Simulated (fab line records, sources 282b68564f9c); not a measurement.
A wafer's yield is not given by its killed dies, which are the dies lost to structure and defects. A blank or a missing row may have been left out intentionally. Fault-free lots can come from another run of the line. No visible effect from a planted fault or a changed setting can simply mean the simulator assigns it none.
Split-lot trial | flow rit-cmos | 23 wafers read from 5 lots, route of 202 steps

## THE SPLIT ITSELF
At RIT_NSD_IMPLANT_08, the setting dose-cm2 was moved away from the recipe's 1e+15 on 10 of the 23 wafers read, by -5.6% to +5.5%. The other wafers ran this setting at the recipe's value.

## FROM THE SPLIT TO THE READING: what the file shows between them, 6 steps
- RIT_PSD_SOFTBAKE_02: time 60 s (also split here: temp-c)
- RIT_PSD_EXPOSE_03: exposes mask M10, target cd 40900 nm
- RIT_PSD_PEB_04
- RIT_PSD_DEVELOP_05: develop time 50 s
- RIT_SDANNEAL_RTA_03: time 5 s (also split here: time-s)
- RIT_SDANNEAL_RS_MEAS_04: measures by four-point-probe

## THE READING
NSD_RS, in ohm/sq, at RIT_SDANNEAL_RS_MEAS_05 (measures by four-point-probe). Typical for fault-free wafers on this fab line: 84.5 ohm/sq, with standard deviation 0.33 ohm/sq.

wafer  | tool, chamber at the split | dose-cm2 as run | against the recipe | NSD_RS, ohm/sq | against lot-mates on the recipe
L075.1 | implanter-03, 0            | 1.053e+15       | +5.3%              | 80.9           | -3.6
L075.2 | implanter-03, 0            | 1e+15           | recipe             | 84.7           | -
L075.3 | implanter-03, 0            | 1e+15           | recipe             | 84.5           | -
L075.5 | implanter-03, 0            | 1e+15           | recipe             | 84.2           | -
L075.6 | implanter-03, 0            | 1.053e+15       | +5.3%              | 80.9           | -3.6
L076.1 | implanter-01, 0            | 1e+15           | recipe             | 84.5           | -
L076.3 | implanter-01, 0            | 1e+15           | recipe             | 84.3           | -
L076.6 | implanter-01, 0            | 1e+15           | recipe             | 84.3           | -
L077.1 | implanter-02, 0            | 1.035e+15       | +3.5%              | 82.2           | -2.5
L077.3 | implanter-02, 0            | 1.035e+15       | +3.5%              | 82.4           | -2.3
L077.4 | implanter-02, 0            | 1e+15           | recipe             | 84.6           | -
L077.5 | implanter-02, 0            | 1.035e+15       | +3.5%              | 82.4           | -2.3
L077.6 | implanter-02, 0            | 1e+15           | recipe             | 84.9           | -
L080.1 | implanter-02, 0            | 9.439e+14       | -5.6%              | 87.8           | +3.3
L080.2 | implanter-02, 0            | 9.439e+14       | -5.6%              | 88.5           | +4.0
L080.3 | implanter-02, 0            | 1e+15           | recipe             | 84.4           | -
L080.4 | implanter-02, 0            | 1e+15           | recipe             | 84.5           | -
L080.6 | implanter-02, 0            | 9.439e+14       | -5.6%              | 88.1           | +3.6
L084.1 | implanter-02, 0            | 1e+15           | recipe             | 84.2           | -
L084.2 | implanter-02, 0            | 1.055e+15       | +5.5%              | 80.8           | -3.3
L084.4 | implanter-02, 0            | 1.055e+15       | +5.5%              | 80.5           | -3.6
L084.5 | implanter-02, 0            | 1e+15           | recipe             | 84.0           | -
L084.6 | implanter-02, 0            | 1e+15           | recipe             | 84.0           | -

FIT RESULTS
A straight line over all 23 wafers: NSD_RS changes by -0.658 ohm/sq for each +1% of dose-cm2; r = -0.99; the points scatter about the line by 0.25 ohm/sq.
The same after taking each lot's own level away (the mean of its wafers on the recipe; 23 wafers): -0.656 ohm/sq for each +1%; r = -1.00; scatter 0.18 ohm/sq.
Per that fit: largest dose-cm2 move, reading shift of 3.7 ohm/sq.
The lots' own levels span 84.07 to 84.75 ohm/sq, that is 2.1 times the standard deviation above.
The two slopes agree, so the slope changes little with the lot-to-lot level.
Check: with one of the wafers moved furthest among these (-5.6%) left out of the fit, the line predicts +3.76 ohm/sq for it against its lot-mates. Against them it came out at +3.35 ohm/sq.

## THE OTHER SPLITS THESE WAFERS WENT THROUGH
These wafers also went through other splits before the reading. Each is held against what the fit with the lots' levels taken away leaves over:
other split on the same wafers | wafers away from the commonest value | r with NSD_RS (lot level and that fit taken away)
RIT_GATE_EXPOSE_13 dose-mj     | 9                                    | +0.04
RIT_GATE_STRIP_20 o2-flow-sccm | 8                                    | -0.41
RIT_NLDD_IMPLANT_08 energy-kev | 5                                    | +0.00
RIT_PSD_SOFTBAKE_02 temp-c     | 7                                    | -0.24
RIT_SDANNEAL_RTA_03 time-s     | 7                                    | -0.40

## THE FILE'S OWN FIT
NSD_RS changes by -0.654 ohm/sq for each +1% of dose-cm2, r = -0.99.
